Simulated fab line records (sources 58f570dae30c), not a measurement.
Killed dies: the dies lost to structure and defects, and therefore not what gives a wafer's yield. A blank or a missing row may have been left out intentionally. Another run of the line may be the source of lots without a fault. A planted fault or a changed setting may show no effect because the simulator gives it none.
Problem report, 8D (eight disciplines) form, completed by code    flow berkeley_cmos170    the parts of the form that need people (team, actions taken, sign-off) are left out

1. PROBLEM STATEMENT
Mean M1_AL_RS at UCB170_M1_RS_MEAS_01: 0.0526 ohm/sq over 2 wafers in 2 lots; fault-free wafers: 0.0485 ohm/sq, standard deviation 0.00076. That puts it +5.4 standard deviations away from the usual mean.
The step: measures by four-point-probe.
Seen first at day 9 21:35 on film_metro-02, wafer L114.1. The record holds 14 wafers of 6 lots with a number at this step. Rule for "out", or "out of limits": more than 4 standard deviations from the usual mean. The other wafers with a number count as sound.

2. WHAT IT IS; WHAT IT IS NOT
question                     is                            is not
which readings at this step  M1_AL_RS                      -
which lots                   L114, L117                    L108, L110, L119, L125
which wafers of those lots   all that have a number        -
read on which gauges         film_metro-02, film_metro-04  -
when                         from day 9 21:35              up to then (6 sound wafers); but 6 sound wafers of L119, L125 came after

3. SUSPECTS, AND WHAT RULES EACH OUT
Counting: a tool at any process step up to the reading remains a suspect when it ran all the lots that are out and ran no sound lot after the first of those.
- ruled out: the gauge at UCB170_M1_RS_MEAS_01. 2 gauges (film_metro-02, film_metro-04) read the wafers that are out.
- rie_diel-04 at UCB170_CONTACT_ETCH_17 (etches BARC in N2/H2): kept. It ran every lot that is out, first L114 (day 9 20:58), and no sound lot after that; its last sound lot up to then is L108 (day 8 20:38).
- rie_diel-04 at UCB170_CONTACT_ETCH_18 (etches PSG in CHF3/CF4/Ar, stops on TiSi2, target depth 840 nm, time 195 s): kept. It ran every lot that is out, first L114 (day 9 21:08), and no sound lot after that; its last sound lot up to then is L108 (day 8 20:50). With no start given for some of its lots, UCB170_CONTACT_ETCH_18 uses the hours and lot order of UCB170_CONTACT_STRIP_19.
- plasma_asher-01 at UCB170_CONTACT_STRIP_19 (strips in O2): ruled out as a lasting fault. Following L114 (day 9 21:08), the first lot on it that is out, the sound lots L125 were run on it.
- pvd_sputter-04 at UCB170_M1_SPUTTER_00 (material Al, target thk 600 nm, time 80 s): kept. It ran every lot that is out, first L114 (day 9 21:32), and no sound lot after that; its last sound lot up to then is L110 (day 8 19:40).
Left after counting: rie_diel-04 at UCB170_CONTACT_ETCH_17, rie_diel-04 at UCB170_CONTACT_ETCH_18, pvd_sputter-04 at UCB170_M1_SPUTTER_00.

4. THE CAUSE (what the simulator had put in)
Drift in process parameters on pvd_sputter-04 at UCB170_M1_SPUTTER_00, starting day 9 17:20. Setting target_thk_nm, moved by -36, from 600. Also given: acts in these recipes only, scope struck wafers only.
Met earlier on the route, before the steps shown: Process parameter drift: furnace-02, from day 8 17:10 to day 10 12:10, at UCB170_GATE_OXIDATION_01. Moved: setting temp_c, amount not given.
Counting leaves 3 suspects; this tool is one of them.

5. THE CHAIN OF EFFECTS, in route order
Each row: a reading whose mean over the struck wafers that have a number lies more than 3 standard deviations from the usual. Only readings whose record carries a usual standard deviation are examined. hours: median over the lots of the time between each lot's start at the first step of this table that gives one and its start at this step. sigmas: the change, counted in usual standard deviations.
hours  step                   reading    usual          on struck wafers  change   sigmas
0      UCB170_M1_RS_MEAS_01   M1_AL_RS   0.0485 ohm/sq  0.0526            +0.0041  +5.4
0      UCB170_M1_THK_MEAS_02  M1_AL_THK  585 nm         542               -43      -4.8

6. WHAT WOULD HAVE CAUGHT IT SOONER
4 hours passed between the start of the fault at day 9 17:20 and the first reading out of limits at a measuring or inspecting step in this record, taken at day 9 21:35.
Tool readings at UCB170_M1_SPUTTER_00 with a usual standard deviation given in the record: none out on any struck wafer, hence no alarm at a limit of 4 standard deviations on them.
Among the 2 lots that are out, L117 began UCB170_M1_SPUTTER_00 on pvd_sputter-04 after day 9 21:35. A tool hold placed at that time would have kept it from harm.
